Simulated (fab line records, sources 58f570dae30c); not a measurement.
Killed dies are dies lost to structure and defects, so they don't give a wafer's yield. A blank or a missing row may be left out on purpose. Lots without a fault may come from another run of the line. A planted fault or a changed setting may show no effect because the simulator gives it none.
Which tool did it? | flow berkeley_cmos170 | 13 lots, 39 wafers sampled, at 5 steps of a route of 331

WHAT THE GAUGES READ, wafer by wafer
UCB170_PSD_CD_MEAS_06: target cd 1200 nm. Usual: cd_nm 1199.6 nm, standard deviation 1.2.
lot  | measured     | on        | cd_nm (nm)           | flag
L103 | day 7 22:59  | cd_sem-01 | 1199.4 1200.0 1197.4 |
L102 | day 7 22:45  | cd_sem-01 | 1198.8 1197.7 1198.7 |
L104 | day 8 08:38  | cd_sem-01 | 1199.7 1199.8 1199.6 |
L105 | day 8 08:34  | cd_sem-02 | 1199.9 1200.4 1199.4 |
L106 | day 8 16:41  | cd_sem-02 | - - -                | OFF
L115 | day 10 22:49 | cd_sem-02 | 1198.8 1199.1 1199.8 |
L116 | day 10 22:31 | cd_sem-01 | 1202.8 1203.4 1201.1 |
L119 | day 11 11:01 | cd_sem-01 | 1200.2 1198.4 1199.1 |
L117 | day 11 10:43 | cd_sem-01 | 1199.3 1198.9 1199.0 |
L118 | day 11 10:32 | cd_sem-01 | 1197.9 1198.6 1198.8 |
L122 | day 12 15:07 | cd_sem-02 | 1200.2 1199.9 1198.9 |
L123 | day 12 23:37 | cd_sem-02 | 1201.6 1200.9 1202.2 |
L125 | day 13 08:34 | cd_sem-01 | 1199.0 1197.9 1197.8 |

UCB170_PSD_TW_MEAS_10. Usual: PSD_TW 2313, standard deviation 20.
lot  | measured     | on            | PSD_TW         | flag
L103 | day 7 23:22  | film_metro-04 | 2333 2350 2342 |
L102 | day 7 23:09  | film_metro-01 | 2282 2289 2287 |
L104 | day 8 09:02  | film_metro-02 | 2297 2319 2315 |
L105 | day 8 08:58  | film_metro-04 | 2332 2335 2325 |
L106 | day 8 17:07  | film_metro-01 | 29 30 30       | OFF
L115 | day 10 23:12 | film_metro-01 | 2291 2291 2290 |
L116 | day 10 22:55 | film_metro-01 | 2300 2299 2304 |
L119 | day 11 11:25 | film_metro-04 | 2316 2326 2321 |
L117 | day 11 11:07 | film_metro-01 | 2292 2306 2296 |
L118 | day 11 10:56 | film_metro-04 | 2324 2339 2340 |
L122 | day 12 15:32 | film_metro-04 | 2341 2357 2355 |
L123 | day 13 00:00 | film_metro-04 | 2326 2317 2326 |
L125 | day 13 08:58 | film_metro-04 | 2325 2314 2315 |

UCB170_NSD_OVL_MEAS_07. Usual: NSD_OVL 2 nm, standard deviation 5.6.
lot  | measured     | on         | NSD_OVL (nm) | flag
L103 | day 8 02:58  | overlay-01 | 3 -1 2       |
L102 | day 8 00:41  | overlay-02 | 10 1 6       |
L104 | day 8 10:32  | overlay-01 | -2 3 4       |
L105 | day 8 10:18  | overlay-01 | -8 -5 1      |
L106 | day 8 18:30  | overlay-02 | 7 -8 0       |
L115 | day 11 01:28 | overlay-02 | -9 -7 -7     |
L116 | day 11 01:10 | overlay-01 | -1 12 11     |
L119 | day 11 13:03 | overlay-01 | -4 -13 -3    |
L117 | day 11 12:51 | overlay-02 | 15 10 11     |
L118 | day 11 12:44 | overlay-01 | 5 -4 -3      |
L122 | day 12 16:56 | overlay-01 | -1 1 -6      |
L123 | day 13 03:14 | overlay-02 | 12 5 5       |
L125 | day 13 10:41 | overlay-02 | 5 4 4        |

WHICH TOOL RAN EACH LOT (tool, then ch and the chambers of the sampled wafers, then the start)
lot  | UCB170_GATE_ETCH_15              | UCB170_PSD_EXPOSE_03
L103 | rie_si-02 ch 0,2, day 7 11:01    | krf_scanner-01 ch 0, day 7 22:17
L102 | rie_si-01 ch 1,2,3, day 7 11:04  | krf_scanner-02 ch 0, day 7 22:01
L104 | rie_si-02 ch 0,3, day 7 19:58    | krf_scanner-02 ch 0, day 8 08:08
L105 | rie_si-01 ch 1,2,3, day 7 20:12  | krf_scanner-01 ch 0, day 8 07:50
L106 | rie_si-02 ch 2,3, day 8 03:15    | krf_scanner-01 ch 0, day 8 16:18
L115 | rie_si-02 ch 0,1, day 10 09:02   | krf_scanner-02 ch 0, day 10 21:47
L116 | rie_si-01 ch 0,1,2, day 10 09:10 | krf_scanner-01 ch 0, day 10 21:26
L119 | rie_si-02 ch 0,1,2, day 10 21:22 | krf_scanner-01 ch 0, day 11 10:27
L117 | rie_si-01 ch 1,2,3, day 10 21:31 | krf_scanner-02 ch 0, day 11 10:07
L118 | rie_si-02 ch 1,3, day 10 21:39   | krf_scanner-01 ch 0, day 11 09:53
L122 | rie_si-02 ch 2,3, day 11 22:10   | krf_scanner-02 ch 0, day 12 14:44
L123 | rie_si-02 ch 0,1, day 12 10:49   | krf_scanner-02 ch 0, day 12 23:13
L125 | rie_si-01 ch 1,2,3, day 12 18:44 | krf_scanner-02 ch 0, day 13 07:31
- UCB170_GATE_ETCH_15: etches poly-Si in HBr/Cl2, stops on SiO2, time 56.3 s, target depth 278.2 nm.
- UCB170_PSD_EXPOSE_03: exposes mask PSELECT MOD, target cd 1200 nm.

WHAT THE TOOLS THEMSELVES READ (means of the sampled wafers that have a number; where no wafer has one, the mark that the record gives instead)
UCB170_GATE_ETCH_15. Usual: drypump_motor_current_A 5.7 A, standard deviation 0.57; oes_product_au 0.832 a.u., standard deviation 0.011; throttle_valve_pct 26.56 %, standard deviation 0.19.
lot  | tool      | drypump_motor_current_A (A) | oes_product_au (a.u.) | throttle_valve_pct (%) | flag
L103 | rie_si-02 | 5.3                         | 0.837                 | 26.36                  |
L102 | rie_si-01 | 6.1                         | 0.813                 | 26.57                  |
L104 | rie_si-02 | 5.1                         | 0.839                 | 26.60                  |
L105 | rie_si-01 | 6.1                         | 0.826                 | 26.56                  |
L106 | rie_si-02 | 5.2                         | 0.840                 | 26.39                  |
L115 | rie_si-02 | 5.5                         | 0.833                 | 26.59                  |
L116 | rie_si-01 | 5.8                         | 0.838                 | 26.66                  |
L119 | rie_si-02 | 5.6                         | 0.839                 | 26.48                  |
L117 | rie_si-01 | 6.1                         | 0.826                 | 26.55                  |
L118 | rie_si-02 | 5.4                         | 0.831                 | 26.63                  |
L122 | rie_si-02 | 5.2                         | 0.825                 | 26.38                  |
L123 | rie_si-02 | 5.5                         | 0.835                 | 26.56                  |
L125 | rie_si-01 | 6.0                         | 0.830                 | 26.54                  |

THE ANSWER, worked out from the rows above alone
Rule: a lot is off if the mean of its wafers that have a number lies more than 3 standard deviations from the usual mean. A lot without any number at a reading at which 4 lots or more have one is off too. The other lots that the step has rows for count as sound. The gauges are gone through in route order, then the tools' own readings, and for those a lot's mean is taken as printed above. The first step at which some lot is off is used, and at that step the reading that is off furthest; a lot without a number counts as furthest.
Off: L106, at UCB170_PSD_CD_MEAS_06 (cd_nm). Without a number there: L106.
A tool fits if, at a process step before that reading, it ran every lot that is off, and no sound lot after the first of them. The gauges at UCB170_PSD_CD_MEAS_06 aren't tried: what is off there is off at UCB170_PSD_TW_MEAS_10 too, on other tools, and a gauge's error can't cause that. None of those tried fits.

WHAT THE SIMULATOR HAD PUT IN
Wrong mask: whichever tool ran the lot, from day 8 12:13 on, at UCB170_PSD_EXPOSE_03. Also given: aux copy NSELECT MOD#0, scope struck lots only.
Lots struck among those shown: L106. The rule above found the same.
